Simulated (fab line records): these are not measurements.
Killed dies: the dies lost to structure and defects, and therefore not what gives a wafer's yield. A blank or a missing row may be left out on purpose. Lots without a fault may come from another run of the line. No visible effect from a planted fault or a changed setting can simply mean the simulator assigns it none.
Shared-tool check | flow rit-cmos | Sample size 12 lots and 39 wafers

WHY IT WAS OPENED
At RIT_ACTIVE_CD_MEAS_11 the reading cd-nm is flagged on 1 of 12 lots. No-fault wafers: 1400.9 nm, standard deviation 1.7.
Rule: a lot gets a flag if all its wafers with a number sit over 4 standard deviations from that mean, or if no wafer of it has a number. All remaining lots are regarded as sound.

lot  | measured    | on        | cd-nm (nm), wafer by wafer                | flag
L353 | day 1 14:49 | cd-sem-02 | 1402.4 1400.9 1403.8                      |
L354 | day 1 19:37 | cd-sem-01 | 1397.6 1401.6 1401.8                      |
L355 | day 2 00:26 | cd-sem-01 | 1401.4 1400.3 1401.0                      |
L356 | day 2 05:28 | cd-sem-02 | 1397.3 1397.7 1397.8                      |
L357 | day 2 10:50 | cd-sem-01 | 1548.3 1550.3 1551.2 1547.9 1550.5 1551.3 | FLAGGED
L362 | day 3 12:16 | cd-sem-01 | 1399.9 1399.7 1400.5                      |
L367 | day 4 12:29 | cd-sem-02 | 1400.4 1402.6 1402.8                      |
L368 | day 4 17:35 | cd-sem-02 | 1401.2 1399.9 1397.6                      |
L370 | day 5 04:22 | cd-sem-02 | 1403.1 1400.0 1402.8                      |
L371 | day 5 08:29 | cd-sem-02 | 1401.6 1400.3 1398.1                      |
L375 | day 6 04:36 | cd-sem-01 | 1400.8 1402.6 1401.5                      |
L376 | day 6 09:34 | cd-sem-02 | 1400.2 1402.0 1401.3                      |
The numbers of the flagged lots are 1549.9 nm on average: +149.0 nm against the usual, or +88 standard deviations.

WHICH TOOL RAN EACH LOT
The record holds 1 process step before the reading, out of a route of 202 steps. Each cell gives the tool, then ch followed by the chambers the sampled wafers passed through, then the start.
lot  | flag    | RIT_ACTIVE_EXPOSE_08
L353 |         | iline-stepper-02 ch 0, day 1 14:24
L354 |         | iline-stepper-01 ch 0, day 1 19:13
L355 |         | iline-stepper-01 ch 0, day 2 00:02
L356 |         | iline-stepper-01 ch 0, day 2 05:04
L357 | FLAGGED | iline-stepper-02 ch 0, day 2 10:17
L362 |         | iline-stepper-01 ch 0, day 3 11:52
L367 |         | iline-stepper-02 ch 0, day 4 12:05
L368 |         | iline-stepper-01 ch 0, day 4 17:11
L370 |         | iline-stepper-01 ch 0, day 5 03:58
L371 |         | iline-stepper-01 ch 0, day 5 08:05
L375 |         | iline-stepper-02 ch 0, day 6 04:12
L376 |         | iline-stepper-01 ch 0, day 6 09:10
What these steps do:
- RIT_ACTIVE_EXPOSE_08: exposes mask M1, target cd 1400 nm.
- RIT_ACTIVE_CD_MEAS_11: target cd 1400 nm.

FLAGGED OVER TOTAL, TOOL BY TOOL (the gauges that took the reading come last)
step                  | tool             | lots run | flagged | share of the flagged lots | sound lots run after its first flagged lot
RIT_ACTIVE_EXPOSE_08  | iline-stepper-01 | 8        | 0       | none                      | -
RIT_ACTIVE_EXPOSE_08  | iline-stepper-02 | 4        | 1       | all                       | 2 (L367,L375)
RIT_ACTIVE_CD_MEAS_11 | cd-sem-01        | 5        | 1       | all                       | 2 (L362,L375)
RIT_ACTIVE_CD_MEAS_11 | cd-sem-02        | 7        | 0       | none                      | -

WHAT IS ALLOWED BY THE TABLE
Table rows that saw every flagged lot: 2, namely iline-stepper-02 at RIT_ACTIVE_EXPOSE_08 and cd-sem-01 at RIT_ACTIVE_CD_MEAS_11.
- iline-stepper-02 at RIT_ACTIVE_EXPOSE_08: 1 of its 4 lots flagged. Sound lots ran on it after the first flagged one (L367, L375), which a lasting fault on the whole tool wouldn't allow.
- cd-sem-01 at RIT_ACTIVE_CD_MEAS_11: 1 of its 5 lots flagged. Sound lots ran on it after the first flagged one (L362, L375), which a lasting fault on the whole tool wouldn't allow.
None of the table's rows ran every flagged lot and, after the first, no sound lot.

WHAT WAS PUT IN BY THE SIMULATOR
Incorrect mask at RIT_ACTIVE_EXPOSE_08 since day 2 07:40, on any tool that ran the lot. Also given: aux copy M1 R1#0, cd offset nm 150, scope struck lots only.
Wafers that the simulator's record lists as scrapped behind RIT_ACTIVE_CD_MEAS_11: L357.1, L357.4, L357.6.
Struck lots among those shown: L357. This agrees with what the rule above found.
